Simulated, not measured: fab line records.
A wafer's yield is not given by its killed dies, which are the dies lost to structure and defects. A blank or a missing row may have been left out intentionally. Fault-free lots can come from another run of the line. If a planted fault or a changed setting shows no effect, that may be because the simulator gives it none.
fab line records	flow rit-cmos
record lots=14	wafers=42	last-day=7
route steps=202 shown NLDD@109 PLDD@159 CONTACT@180 M1@196
lots with no fault: from the same line, run without faults
start-h: start of the lot's first displayed wafer, in hours after the record's first day	wait-h: hours from the lot's prior step to this one	" repeats the value in the row above	L1.1+2: one row covering several wafers at once	- no value present, or no start provided	* or withheld: withheld	< > ~ a bound
route shown NAME@n: NAME is a module with steps in the file, n the number in the route of the first one	usual: the fault-free wafers' mean and standard deviation	same: alike in all rows	chamber/n: place in a boat	sites: each site's reading	_std_site: how widely they spread, as a standard deviation	_edge_site: the outer-site mean with the inner-site mean subtracted	radius-mm: how far each site lies from the wafer's centre	mask NAME#n: copy n	behind: the most recent tool/chamber to have shaped the wafer	hold: why the lot went on hold/how many hours it stayed there/how the hold came to an end	device: the n, p or np transistor that did not switch	end of line: the tests these same wafers got at the end of their route	a step given without rows: its recipe and nothing more	killed: at the first sort, the dies lost to defects and structure; wafer yield is something else	map: a wafer's dies, x killed, . not, _ none there
set.NAME: the setting as run; set.NAME@STEP: as run at that earlier step	model.NAME: the simulator's own value behind a step, which no gauge read
the route's steps for a sample of lots (tables are steps, rows are wafers)
services: from which hour (start-h, from the record's first day; less than 0 if before it) a tool's chamber was out of use, for how many hours, and why
## steps
# step RIT_NLDD_OVL_MEAS_06
# usual NLDD_OVL=-0.6/1.3
lot.wafer	tool	chamber	start-h	wait-h	NLDD_OVL[nm]
L952.1	overlay-01	-	43.59	-	-2.1
L952.2	"	-	"	"	-1.6
L952.6	"	-	"	"	-0.3
L953.1	overlay-02	-	46.89	-	-0.9
L953.2	"	-	"	"	-0.2
L953.4	"	-	"	"	-0.2
L954.3	overlay-01	-	50.82	-	-1.6
L954.4	"	-	"	"	-0.3
L954.5	"	-	"	"	-3.1
L956.1	overlay-02	-	65.64	-	-0.2
L956.4	"	-	"	"	0.3
L956.5	"	-	"	"	-0.8
L957.2	overlay-02	-	68.40	-	0.4
L957.4	"	-	"	"	-0.2
L957.5	"	-	"	"	0.0
L958.3	overlay-01	-	73.39	-	-1.7
L958.4	"	-	"	"	-1.0
L958.5	"	-	"	"	-2.0
L959.1	overlay-01	-	77.24	-	-1.4
L959.3	"	-	"	"	-0.8
L959.5	"	-	"	"	-1.4
L960.1	overlay-01	-	87.27	-	-0.8
L960.3	"	-	"	"	-0.6
L960.6	"	-	"	"	-1.2
L963.4	overlay-02	-	102.70	-	0.3
L963.5	"	-	"	"	-0.6
L963.6	"	-	"	"	1.3
L965.1	overlay-01	-	107.95	-	-0.1
L965.5	"	-	"	"	1.2
L965.6	"	-	"	"	-0.5
L969.1	overlay-01	-	129.26	-	0.0
L969.2	"	-	"	"	-2.2
L969.5	"	-	"	"	-0.7
L972.1	overlay-02	-	141.99	-	0.4
L972.2	"	-	"	"	-0.8
L972.6	"	-	"	"	0.0
L973.1	overlay-02	-	146.48	-	2.2
L973.2	"	-	"	"	2.6
L973.5	"	-	"	"	2.0
L975.1	overlay-01	-	156.64	-	0.3
L975.2	"	-	"	"	-1.0
L975.4	"	-	"	"	-2.6
# step RIT_SDANNEAL_RS_MEAS_06
# recipe thk-meas-gauge=four-point-probe
# usual PLDD_RS=177.9/0.48
lot.wafer	tool	chamber	start-h	wait-h	PLDD_RS[ohm/sq]
L952.1	film-metro-01	-	51.74	0.1	177.9
L952.2	"	-	"	"	177.2
L952.6	"	-	"	"	177.8
L953.1	film-metro-04	-	54.88	0.1	178.7
L953.2	"	-	"	"	178.6
L953.4	"	-	"	"	178.3
L954.3	film-metro-02	-	59.18	0.1	177.4
L954.4	"	-	"	"	178.2
L954.5	"	-	"	"	177.8
L956.1	film-metro-02	-	73.89	0.1	178.0
L956.4	"	-	"	"	177.6
L956.5	"	-	"	"	178.1
L957.2	film-metro-01	-	76.79	0.1	178.4
L957.4	"	-	"	"	177.6
L957.5	"	-	"	"	177.8
L958.3	film-metro-04	-	81.96	0.1	178.1
L958.4	"	-	"	"	177.3
L958.5	"	-	"	"	177.5
L959.1	film-metro-02	-	85.58	0.1	177.7
L959.3	"	-	"	"	177.5
L959.5	"	-	"	"	178.0
L960.1	film-metro-01	-	96.23	0.1	178.3
L960.3	"	-	"	"	178.1
L960.6	"	-	"	"	178.8
L963.4	film-metro-02	-	112.07	0.1	177.2
L963.5	"	-	"	"	177.5
L963.6	"	-	"	"	177.4
L965.1	film-metro-01	-	116.21	0.1	177.7
L965.5	"	-	"	"	177.8
L965.6	"	-	"	"	177.8
L969.1	film-metro-01	-	137.65	0.1	178.0
L969.2	"	-	"	"	177.0
L969.5	"	-	"	"	177.9
L972.1	film-metro-02	-	150.06	0.1	177.7
L972.2	"	-	"	"	177.5
L972.6	"	-	"	"	177.9
L973.1	film-metro-04	-	154.90	0.1	177.4
L973.2	"	-	"	"	177.7
L973.5	"	-	"	"	178.5
L975.1	film-metro-01	-	164.76	0.1	177.4
L975.2	"	-	"	"	177.4
L975.4	"	-	"	"	177.4
# step RIT_CONTACT_STRIP_12
# recipe chemistry=O2	time-s=180	resist=NOVOLAK	platen-temp-c=withheld	power-w=500	pressure-mtorr=4000	o2-flow-sccm=4000
# usual chamber-pressure-mTorr=4000/3.7	drypump-motor-current-A=5.4/0.47
lot.wafer	tool	chamber	start-h	wait-h	chamber-pressure-mTorr	drypump-motor-current-A	rf-hours-counter-h
L952.1	plasma-asher-03	1	54.08	0.1	3998	4.9	42
L952.2	"	0	"	"	3994	5.7	42
L952.6	"	0	"	"	4002	5.7	-
L953.1	plasma-asher-03	0	57.22	0.1	4001	5.7	42
L953.2	"	1	"	"	4002	5.0	42
L953.4	"	0	"	"	3998	5.7	-
L954.3	plasma-asher-01	0	61.53	0.2	4002	5.4	-
L954.4	"	1	"	"	4000	4.8	-
L954.5	"	0	"	"	3995	5.3	-
L956.1	plasma-asher-03	1	76.43	0.1	3998	4.9	44
L956.4	"	0	"	"	4008	5.7	-
L956.5	"	1	"	"	3993	4.9	-
L957.2	plasma-asher-01	1	79.12	0.1	3994	4.8	45
L957.4	"	0	"	"	3996	5.4	-
L957.5	"	0	"	"	3998	5.3	-
L958.3	plasma-asher-04	0	84.31	0.2	4004	6.2	-
L958.4	"	1	"	"	4002	5.0	-
L958.5	"	0	"	"	3993	6.1	-
L959.1	plasma-asher-03	0	88.06	0.1	4002	5.7	45
L959.3	"	0	"	"	3995	5.7	-
L959.5	"	1	"	"	4000	5.0	-
L960.1	plasma-asher-03	1	98.76	0.1	4001	4.9	47
L960.3	"	1	"	"	4000	5.0	-
L960.6	"	0	"	"	4002	5.7	-
L963.4	plasma-asher-04	1	114.41	0.2	4007	5.0	-
L963.5	"	1	"	"	3999	5.0	-
L963.6	"	0	"	"	4002	6.1	-
L965.1	plasma-asher-04	1	118.75	0.1	4003	5.0	48
L965.5	"	0	"	"	3998	6.2	-
L965.6	"	1	"	"	4006	5.0	-
L969.1	plasma-asher-01	1	140.11	0.1	4000	4.8	0
L969.2	"	0	"	"	3995	5.4	0
L969.5	"	1	"	"	4003	4.8	-
L972.1	plasma-asher-04	1	152.69	0.1	4003	5.0	52
L972.2	"	0	"	"	3995	6.1	52
L972.6	"	0	"	"	4003	6.2	-
L973.1	plasma-asher-03	0	157.23	0.1	4001	5.7	54
L973.2	"	1	"	"	4000	5.0	54
L973.5	"	1	"	"	3998	4.9	-
L975.1	plasma-asher-04	0	167.10	0.1	4000	6.1	54
L975.2	"	1	"	"	3999	5.0	54
L975.4	"	1	"	"	4000	5.0	-
# step RIT_M1_METAL_ETCH_12
# recipe stop-on=SiO2	chemistry=Cl2/BCl3	target=Al	time-s=165	over-etch-frac=0.5	pressure-mtorr=100	target-depth-a=6000	rf-w=250	Cl2_flow_sccm=60	bcl3-flow-sccm=50
# usual bcl3-flow-sccm=50.02/0.14	chamber-pressure-mTorr=100.00/0.094	drypump-motor-current-A=5.5/0.3	oes-product-au=0.792/0.011	throttle-valve-pct=8.29/0.058
lot.wafer	tool	chamber	start-h	wait-h	bcl3-flow-sccm	chamber-pressure-mTorr	drypump-motor-current-A	oes-product-au	rf-hours-counter-h	throttle-valve-pct
L952.1	rie-metal-01	0	56.92	0.2	49.70	99.87	4.9	0.798	4	8.27
L952.2	"	1	"	"	49.69	100.08	5.8	0.783	4	8.22
L952.6	"	0	"	"	49.79	100.11	5.0	0.784	-	8.28
L953.1	rie-metal-04	1	59.63	0.2	50.07	100.14	5.5	0.814	1	8.23
L953.2	"	0	"	"	50.04	100.08	5.7	0.796	1	8.38
L953.4	"	1	"	"	49.99	99.90	5.5	0.802	-	8.23
L954.3	rie-metal-02	1	63.93	0.2	49.86	100.04	5.7	0.789	-	8.32
L954.4	"	0	"	"	49.98	99.91	5.6	0.799	-	8.36
L954.5	"	1	"	"	50.13	99.97	5.7	0.788	-	8.31
L956.1	rie-metal-04	1	78.98	0.2	49.88	100.07	5.5	0.809	1	8.22
L956.4	"	1	"	"	50.17	100.12	5.5	0.804	-	8.23
L956.5	"	1	"	"	49.66	99.94	5.5	0.807	-	8.23
L957.2	rie-metal-02	0	81.77	0.2	50.31	100.12	5.5	0.800	39	8.37
L957.4	"	1	"	"	49.87	99.99	5.7	0.801	-	8.32
L957.5	"	0	"	"	50.02	99.99	5.6	0.798	-	8.34
L958.3	rie-metal-01	1	86.77	0.2	50.08	99.99	5.9	0.782	-	8.23
L958.4	"	1	"	"	49.79	99.83	5.9	0.777	-	8.23
L958.5	"	1	"	"	50.19	100.01	5.9	0.778	-	8.23
L959.1	rie-metal-04	0	90.46	0.2	49.96	99.99	5.7	0.806	1	8.38
L959.3	"	0	"	"	50.09	99.90	5.6	0.806	-	8.39
L959.5	"	1	"	"	49.98	100.01	5.5	0.805	-	8.24
L960.1	rie-metal-02	1	101.33	0.2	49.88	99.99	5.7	0.790	34	8.32
L960.3	"	0	"	"	49.88	99.96	5.6	0.794	-	8.35
L960.6	"	1	"	"	49.88	100.03	5.7	0.790	-	8.30
L963.4	rie-metal-02	0	117.20	0.1	50.19	100.12	5.6	0.785	-	8.37
L963.5	"	1	"	"	50.34	99.93	5.7	0.783	-	8.32
L963.6	"	0	"	"	50.20	100.03	5.6	0.788	-	8.37
L965.1	rie-metal-04	0	121.48	0.2	49.95	100.07	5.6	0.788	1	8.37
L965.5	"	0	"	"	49.90	100.04	5.7	0.789	-	8.38
L965.6	"	1	"	"	49.71	99.88	5.5	0.805	-	8.24
L969.1	rie-metal-04	1	142.51	0.2	50.11	100.00	5.5	0.821	1	8.24
L969.2	"	0	"	"	49.99	100.03	5.7	0.802	1	8.38
L969.5	"	0	"	"	50.03	99.83	5.7	0.805	-	8.37
L972.1	rie-metal-01	0	155.24	0.2	50.17	99.96	4.9	0.783	5	8.26
L972.2	"	1	"	"	49.85	99.99	5.9	0.785	6	8.24
L972.6	"	1	"	"	49.95	99.90	5.8	0.792	-	8.23
L973.1	rie-metal-02	1	159.66	0.2	50.14	99.93	5.7	0.799	0	8.31
L973.2	"	0	"	"	50.00	99.97	5.6	0.797	0	8.35
L973.5	"	1	"	"	50.14	100.05	5.7	0.788	-	8.31
L975.1	rie-metal-01	1	169.52	0.2	49.92	100.00	5.8	0.775	6	8.24
L975.2	"	0	"	"	49.93	100.12	4.9	0.791	5	8.29
L975.4	"	0	"	"	50.14	99.96	5.0	0.788	-	8.27
# step RIT_M1_PROBE_99
# usual defect-limited-yield=97.4/1.1	killed_at_M0_to_M3=0/0	killed-at-contacts=0.1/0.27	killed-at-front-end=7/3	killed-dies=7.0/3	killed-on-rim=1.8/1.4	killed-open=3.5/2.1	killed-short=3.4/1.9	sort_bin_3_pad_short=0.1/0.19	sort_bin_5_function=1.4/0.77	sort_bin_6_memory=1.1/0.72	sort-n-pass=257.0/3	sort-yield-pct=97.4/1.1
# same gross-dies=264	killed_at_M4_up=0	killed-at-back-side=0	killed-at-other=0
lot.wafer	tool	chamber	start-h	wait-h	hold	defect-limited-yield[%]	killed_at_M0_to_M3	killed-at-contacts	killed-at-front-end	killed-dies	killed-on-rim	killed-open	killed-short	sort_bin_3_pad_short[%]	sort_bin_5_function[%]	sort_bin_6_memory[%]	sort-n-pass	sort-yield-pct[%]
L952.1	prober-02	-	62.54	0.1	-	96.6	0	0	9	9	4	2	7	0	2.3	1.1	255.0	96.6
L952.2	prober-02	-	62.59	0.1	-	96.2	0	0	10	10	2	5	5	0	3.0	0.8	254.0	96.2
L952.6	prober-02	-	62.79	0.2	-	96.6	0	0	9	9	1	5	4	0.4	1.5	1.5	255.0	96.6
L953.1	prober-01	-	62.54	0.1	-	99.2	0	0	2	2	0	0	2	0	0.4	0.4	262.0	99.2
L953.2	prober-01	-	62.59	0.1	-	97.0	0	0	8	8	1	8	0	0	2.3	0.8	256.0	97.0
L953.4	prober-01	-	62.69	0.2	-	95.8	0	0	11	11	3	3	8	0.4	1.9	1.9	253.0	95.8
L954.3	prober-01	-	66.23	0.2	-	98.9	0	0	3	3	1	1	2	0	1.1	0	261.0	98.9
L954.4	prober-01	-	66.28	0.2	-	97.3	0	0	7	7	3	6	1	0	1.5	1.1	257.0	97.3
L954.5	prober-01	-	66.33	0.2	-	98.5	0	0	4	4	0	0	4	0.4	0.4	0.8	260.0	98.5
L956.1	prober-01	-	81.23	0.1	-	98.9	0	0	3	3	0	2	1	0	0.8	0.4	261.0	98.9
L956.4	prober-01	-	81.38	0.2	-	98.1	0	0	5	5	1	3	2	0	1.5	0.4	259.0	98.1
L956.5	prober-01	-	81.43	0.2	-	98.5	0	0	4	4	1	1	3	0	0.8	0.8	260.0	98.5
L957.2	prober-02	-	84.07	0.1	-	95.8	0	0	11	11	1	5	5	0	2.3	1.9	253.0	95.8
L957.4	prober-02	-	84.17	0.2	-	96.2	0	0	10	10	4	1	8	0	1.5	2.3	254.0	96.2
L957.5	prober-02	-	84.22	0.2	-	96.2	0	0	10	10	4	5	5	0.4	1.9	1.5	254.0	96.2
L958.3	prober-01	-	89.17	0.2	-	97.3	0	0	7	7	0	2	5	0.4	2.3	0	257.0	97.3
L958.4	prober-01	-	89.22	0.2	-	98.5	0	0	4	4	1	1	3	0.4	0.4	0.8	260.0	98.5
L958.5	prober-01	-	89.27	0.2	-	99.2	0	0	2	2	1	2	0	0	0.4	0.4	262.0	99.2
L959.1	prober-02	-	95.29	0.1	-	95.5	0	0	12	12	2	5	7	0	3.0	1.5	252.0	95.5
L959.3	prober-02	-	95.39	0.2	-	96.6	0	0	9	9	5	4	5	0	1.5	1.9	255.0	96.6
L959.5	prober-02	-	95.49	0.2	-	99.2	0	0	2	2	0	1	1	0.4	0	0.4	262.0	99.2
L960.1	prober-01	-	103.67	0.1	-	96.2	0	0	10	10	4	7	3	0.4	2.7	0.8	254.0	96.2
L960.3	prober-01	-	103.77	0.2	-	97.3	0	0	7	7	2	2	5	0	1.5	1.1	257.0	97.3
L960.6	prober-01	-	103.92	0.2	-	98.9	0	0	3	3	0	1	2	0	1.1	0	261.0	98.9
L963.4	prober-02	-	119.55	0.2	-	99.2	0	0	2	2	1	2	0	0	0	0.8	262.0	99.2
L963.5	prober-02	-	119.60	0.2	-	99.2	0	0	2	2	1	2	0	0	0.8	0	262.0	99.2
L963.6	prober-02	-	119.65	0.2	-	98.1	0	0	5	5	2	0	5	0.4	1.1	0.4	259.0	98.1
L965.1	prober-02	-	123.73	0.1	await-dispo/4.4h/release	86.7	29	0	6	35	7	3	3	2.3	8.7	2.3	229.0	86.7
L965.5	prober-02	-	123.93	0.2	await-dispo/4.4h/release	83.3	30	1	13	44	8	9	5	1.9	12.1	2.7	220.0	83.3
L965.6	prober-02	-	123.98	0.2	await-dispo/4.4h/release	90.5	16	0	9	25	12	3	6	1.5	4.9	3.0	239.0	90.5
L969.1	prober-02	-	144.79	0.1	await-dispo/1.7h/release	91.3	13	0	10	23	11	6	4	0.4	5.7	2.7	241.0	91.3
L969.2	prober-02	-	144.84	0.1	await-dispo/1.7h/release	86.7	32	0	3	35	7	1	2	2.3	9.5	1.5	229.0	86.7
L969.5	prober-02	-	144.99	0.2	await-dispo/1.7h/release	87.5	28	0	5	33	4	4	1	3.8	6.1	2.7	231.0	87.5
L972.1	prober-01	-	157.60	0.1	-	96.6	0	1	8	9	1	2	7	0	1.1	2.3	255.0	96.6
L972.2	prober-01	-	157.65	0.1	-	97.0	0	0	8	8	4	5	3	0	1.5	1.5	256.0	97.0
L972.6	prober-01	-	157.85	0.2	-	98.1	0	0	5	5	2	2	3	0	1.1	0.8	259.0	98.1
L973.1	prober-02	-	163.67	0.1	-	96.2	0	0	10	10	5	4	6	0.4	2.3	1.1	254.0	96.2
L973.2	prober-02	-	163.72	0.1	-	98.1	0	0	5	5	2	2	3	0	1.5	0.4	259.0	98.1
L973.5	prober-02	-	163.87	0.2	-	97.3	0	0	7	7	1	3	4	0	1.5	1.1	257.0	97.3
L975.1	prober-02	-	171.77	0.1	-	98.1	0	0	5	5	3	2	3	0	1.5	0.4	259.0	98.1
L975.2	prober-02	-	171.82	0.1	-	98.5	0	0	4	4	3	2	2	0	1.1	0.4	260.0	98.5
L975.4	prober-02	-	171.92	0.2	-	96.6	0	0	9	9	1	3	6	0.4	1.5	1.5	255.0	96.6
# killed by level:class
L952.1 GATE:geometric-particle:short=3 FOX1:geometric-particle:short=2 FOX1:geometric-particle:open=1 GATE:geometric-particle:open=1 REOX:geometric-particle:short=1 SILICIDE:geometric-particle:short=1
L953.1 GATE:geometric-particle:short=1 SILICIDE:geometric-particle:short=1
L952.2 GATE:geometric-particle:open=4 SPACER:geometric-particle:short=2 FOX1:geometric-particle:short=1 GATE:geometric-particle:short=1 REOX:geometric-particle:short=1 SILICIDE:geometric-particle:open=1
L953.2 GATE:geometric-particle:open=4 REOX:geometric-particle:open=2 FOX1:geometric-particle:open=1 SILICIDE:geometric-particle:open=1
L953.4 SILICIDE:geometric-particle:short=3 GATE:geometric-particle:open=2 GATE:geometric-particle:short=2 SPACER:geometric-particle:short=2 FOX2:geometric-particle:short=1 FOX2:geometric-particle:open=1
L952.6 FOX1:geometric-particle:short=2 REOX:geometric-particle:open=2 FOX1:geometric-particle:open=1 FOX2:geometric-particle:open=1 GATE:geometric-particle:short=1 REOX:geometric-particle:short=1 SPACER:geometric-particle:open=1
L954.3 GATE:geometric-particle:short=1 SPACER:geometric-particle:open=1 SILICIDE:geometric-particle:short=1
L954.4 SILICIDE:geometric-particle:open=3 GATE:geometric-particle:open=1 REOX:geometric-particle:open=1 REOX:geometric-particle:short=1 SPACER:geometric-particle:open=1
L954.5 GATE:geometric-particle:short=3 SILICIDE:geometric-particle:short=1
L956.1 FOX1:geometric-particle:open=1 GATE:geometric-particle:open=1 SPACER:geometric-particle:short=1
L956.4 FOX1:geometric-particle:open=2 FOX1:geometric-particle:short=1 REOX:geometric-particle:short=1 SPACER:geometric-particle:open=1
L956.5 SILICIDE:geometric-particle:short=2 REOX:geometric-particle:short=1 REOX:geometric-particle:open=1
L957.2 GATE:geometric-particle:open=2 SPACER:geometric-particle:short=2 SPACER:geometric-particle:open=2 FOX2:geometric-particle:short=1 GATE:geometric-particle:short=1 SILICIDE:geometric-particle:short=1 SILICIDE:geometric-particle:open=1 PRETRO:coat-microbubble-printed=1
L957.4 SPACER:geometric-particle:short=3 SILICIDE:geometric-particle:short=2 FOX1:geometric-particle:short=1 GATE:geometric-particle:short=1 REOX:geometric-particle:short=1 SPACER:geometric-particle:open=1 PRETRO:coat-microbubble-printed=1
L957.5 REOX:geometric-particle:short=2 SPACER:geometric-particle:open=2 SILICIDE:geometric-particle:open=2 FOX2:geometric-particle:open=1 GATE:geometric-particle:short=1 SPACER:geometric-particle:short=1 SILICIDE:geometric-particle:short=1
L958.3 GATE:geometric-particle:short=3 SILICIDE:geometric-particle:short=2 GATE:geometric-particle:open=1 REOX:geometric-particle:open=1
L958.4 REOX:geometric-particle:short=3 GATE:geometric-particle:open=1
L958.5 SPACER:geometric-particle:open=2
L959.1 GATE:geometric-particle:open=3 SPACER:geometric-particle:short=3 FOX1:geometric-particle:short=1 FOX2:geometric-particle:short=1 GATE:geometric-particle:short=1 SPACER:geometric-particle:open=1 SILICIDE:geometric-particle:short=1 SILICIDE:geometric-particle:open=1
L959.3 FOX1:geometric-particle:short=2 REOX:geometric-particle:open=2 FOX1:geometric-particle:open=1 FOX2:geometric-particle:open=1 GATE:geometric-particle:short=1 REOX:geometric-particle:short=1 SPACER:geometric-particle:short=1
L959.5 FOX2:geometric-particle:short=1 SPACER:geometric-particle:open=1
L960.1 GATE:geometric-particle:open=3 SILICIDE:geometric-particle:open=3 FOX1:geometric-particle:short=1 FOX2:geometric-particle:open=1 GATE:geometric-particle:short=1 REOX:geometric-particle:short=1
L960.3 REOX:geometric-particle:short=3 FOX2:geometric-particle:short=1 GATE:geometric-particle:short=1 REOX:geometric-particle:open=1 SPACER:geometric-particle:open=1
L960.6 GATE:geometric-particle:open=1 GATE:geometric-particle:short=1 SPACER:geometric-particle:short=1
L963.4 FOX1:geometric-particle:open=1 REOX:geometric-particle:open=1
L963.5 GATE:geometric-particle:open=1 SILICIDE:geometric-particle:open=1
L963.6 FOX1:geometric-particle:short=1 GATE:geometric-particle:short=1 REOX:geometric-particle:short=1 SPACER:geometric-particle:short=1 SILICIDE:geometric-particle:short=1
L965.1 M1:unspecified=29 FOX2:geometric-particle:open=1 FOX2:geometric-particle:short=1 GATE:geometric-particle:short=1 SPACER:geometric-particle:open=1 SILICIDE:geometric-particle:short=1 SILICIDE:geometric-particle:open=1
L965.5 M1:unspecified=30 GATE:geometric-particle:open=4 REOX:geometric-particle:open=2 REOX:geometric-particle:short=2 SILICIDE:geometric-particle:open=2 SILICIDE:geometric-particle:short=2 GATE:geometric-particle:short=1 CONTACT:geometric-particle:open=1
L965.6 M1:unspecified=16 SILICIDE:geometric-particle:short=2 FOX1:geometric-particle:open=1 FOX2:geometric-particle:short=1 GATE:geometric-particle:short=1 REOX:geometric-particle:short=1 SPACER:geometric-particle:open=1 SPACER:geometric-particle:short=1
L969.1 M1:unspecified=13 GATE:geometric-particle:open=4 GATE:geometric-particle:short=2 FOX2:geometric-particle:short=1 FOX2:geometric-particle:open=1 REOX:geometric-particle:short=1 SILICIDE:geometric-particle:open=1
L969.2 M1:unspecified=32 GATE:geometric-particle:short=2 SPACER:geometric-particle:open=1
L969.5 M1:unspecified=28 GATE:geometric-particle:open=2 FOX2:geometric-particle:short=1 FOX2:geometric-particle:open=1 REOX:geometric-particle:open=1
L972.1 GATE:geometric-particle:short=5 FOX1:geometric-particle:short=1 FOX1:geometric-particle:open=1 GATE:geometric-particle:open=1 CONTACT:geometric-particle:short=1
L972.2 GATE:geometric-particle:open=3 SILICIDE:geometric-particle:open=2 GATE:geometric-particle:short=1 SPACER:geometric-particle:short=1 SILICIDE:geometric-particle:short=1
L972.6 GATE:geometric-particle:short=2 GATE:geometric-particle:open=2 SILICIDE:geometric-particle:short=1
L973.1 GATE:geometric-particle:short=2 FOX1:geometric-particle:open=1 FOX1:geometric-particle:short=1 FOX2:geometric-particle:short=1 FOX2:geometric-particle:open=1 GATE:geometric-particle:open=1 REOX:geometric-particle:short=1 REOX:geometric-particle:open=1
L973.2 GATE:geometric-particle:open=2 GATE:geometric-particle:short=2 SILICIDE:geometric-particle:short=1
L973.5 GATE:geometric-particle:open=3 REOX:geometric-particle:short=2 GATE:geometric-particle:short=1 SPACER:geometric-particle:short=1
L975.1 GATE:geometric-particle:open=2 GATE:geometric-particle:short=1 REOX:geometric-particle:short=1 SPACER:geometric-particle:short=1
L975.2 GATE:geometric-particle:open=2 SPACER:geometric-particle:short=2
L975.4 GATE:geometric-particle:short=4 SILICIDE:geometric-particle:short=2 GATE:geometric-particle:open=1 REOX:geometric-particle:open=1 SILICIDE:geometric-particle:open=1
## services
tool	chamber	start-h	hours	kind
rie-metal-01	-	42.96	0.2	repair
rie-metal-01	0	61.42	26.3	repair
plasma-asher-03	-	63.43	0.4	repair
rie-metal-01	1	105.66	11.3	repair
plasma-asher-01	-	108.87	9.0	pm
plasma-asher-01	0	108.87	9.0	vent-cycle
plasma-asher-01	1	108.87	9.0	vent-cycle
plasma-asher-01	-	117.87	2.8	pm
plasma-asher-01	0	117.87	-	clean
plasma-asher-01	1	117.87	-	clean
plasma-asher-01	-	120.62	14.6	pm
rie-metal-02	-	136.12	20.0	pm
rie-metal-02	0	136.12	20.0	vent-cycle
rie-metal-02	1	136.12	20.0	vent-cycle
rie-metal-04	-	136.19	4.0	pm
rie-metal-02	0	156.12	-	clean
rie-metal-02	1	156.12	-	clean
rie-metal-01	-	164.96	0.3	repair
## key
first-sign step=RIT_M1_PROBE_99	reading=killed_at_M0_to_M3	direction=up	sigmas=25	usual=0	struck=24.7
effect step=RIT_M1_PROBE_99	reading=defect-limited-yield	direction=down	sigmas=8.5	usual=97.4	struck=87.7
met-at RIT_M1_METAL_ETCH_12
struck-lots L965,L969
not-acting-at RIT_NLDD_OVL_MEAS_06,RIT_SDANNEAL_RS_MEAS_06,RIT_CONTACT_STRIP_12
onset-between 90.46 121.48
fault kind=chamber-particle-source	tool=rie-metal-04	chamber=-	onset-h=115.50	steps=RIT_M1_METAL_ETCH_12	rate-per-visit-cm2=0.70069	end-h=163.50
